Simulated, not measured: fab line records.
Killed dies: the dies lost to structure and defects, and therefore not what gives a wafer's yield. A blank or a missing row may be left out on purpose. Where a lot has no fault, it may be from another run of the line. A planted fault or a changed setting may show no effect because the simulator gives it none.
Which tool did it? -- flow rit-cmos -- 15 lots, 45 wafers sampled, at 2 steps of a route of 202

WHAT THE GAUGES SHOWED, per wafer
The record holds no reading of a measuring or inspecting step that can be judged against a usual standard deviation.

EACH LOT AND THE TOOL THAT RAN IT (in order: tool; ch and the chambers of the sampled wafers; start)
lot,RIT_FOX1_WET_ETCH_02,RIT_M1_PROBE_99
L412,"wet-bench-01 ch 0, day 1 20:41",-
L413,"wet-bench-01 ch 0, day 2 05:02",-
L415,"wet-bench-03 ch 3, day 2 13:20",-
L416,"wet-bench-02 ch 3, day 2 17:13",-
L417,"wet-bench-02 ch 0, day 2 20:27",-
L418,"wet-bench-03 ch 3, day 3 00:13",-
L419,"wet-bench-02 ch 2, day 3 05:53",-
L420,"wet-bench-02 ch 3, day 3 10:58",-
L421,"wet-bench-02 ch 2, day 3 17:10",-
L425,"wet-bench-03 ch 3, day 4 12:30","prober-01, day 6 07:38"
L426,"wet-bench-01 ch 1, day 4 17:43",-
L427,"wet-bench-03 ch 1, day 4 21:44","prober-01, day 6 19:22"
L431,"wet-bench-03 ch 3, day 5 16:26","prober-01, day 7 13:33"
L433,"wet-bench-01 ch 0, day 6 04:02",-
L435,"wet-bench-02 ch 1, day 6 13:26",-
- RIT_FOX1_WET_ETCH_02: etches SiO2 in BOE, target depth 350 nm, time 390 s.
- RIT_M1_PROBE_99

WHAT THE TOOLS THEMSELVES READ (means of the sampled wafers that have a number; where no wafer has one, the mark that the record gives instead)
RIT_M1_PROBE_99. Usual: killed-at-contacts 0.0, standard deviation 0.18; killed-at-front-end 7, standard deviation 3; killed-dies 7, standard deviation 3; killed-on-rim 2, standard deviation 1.4; killed-open 3.6, standard deviation 1.9; killed-short 3.2, standard deviation 1.8.
lot,tool,killed-at-contacts,killed-at-front-end,killed-dies,killed-on-rim,killed-open,killed-short,flag
L425,prober-01,0.3,22,23,10,5.0,1.7,OFF
L427,prober-01,0.0,48,48,2,4.3,2.0,OFF
L431,prober-01,0.0,22,22,10,4.3,3.3,OFF

THE ANSWER, worked out from the rows above alone
Rule: a lot is off if the mean of its wafers that have a number lies more than 3 standard deviations from the usual mean. A lot without any number at a reading at which 4 lots or more have one is off too. Where the step has rows for the other lots, those lots are counted as sound. Order of review: gauges by route order, followed by the tools' own readings, for which a lot's mean as printed above is used. At the first step where some lot is off, the reading lying furthest off is the one used; lots without a number count as furthest.
Off: L425, L427, L431 (RIT_M1_PROBE_99, killed-at-front-end). Neither off nor sound, because the step has no rows for them: L412, L413, L415, L416, L417, L418, L419, L420, L421, L426, L433, L435.
If a tool, at that step or one of the process steps before it, ran each lot that is off and ran no sound lot following the first of them, it fits. Undecided on this evidence; 2 tools fit (wet-bench-03 at RIT_FOX1_WET_ETCH_02, prober-01 at RIT_M1_PROBE_99).

WHAT WAS PUT IN BY THE SIMULATOR
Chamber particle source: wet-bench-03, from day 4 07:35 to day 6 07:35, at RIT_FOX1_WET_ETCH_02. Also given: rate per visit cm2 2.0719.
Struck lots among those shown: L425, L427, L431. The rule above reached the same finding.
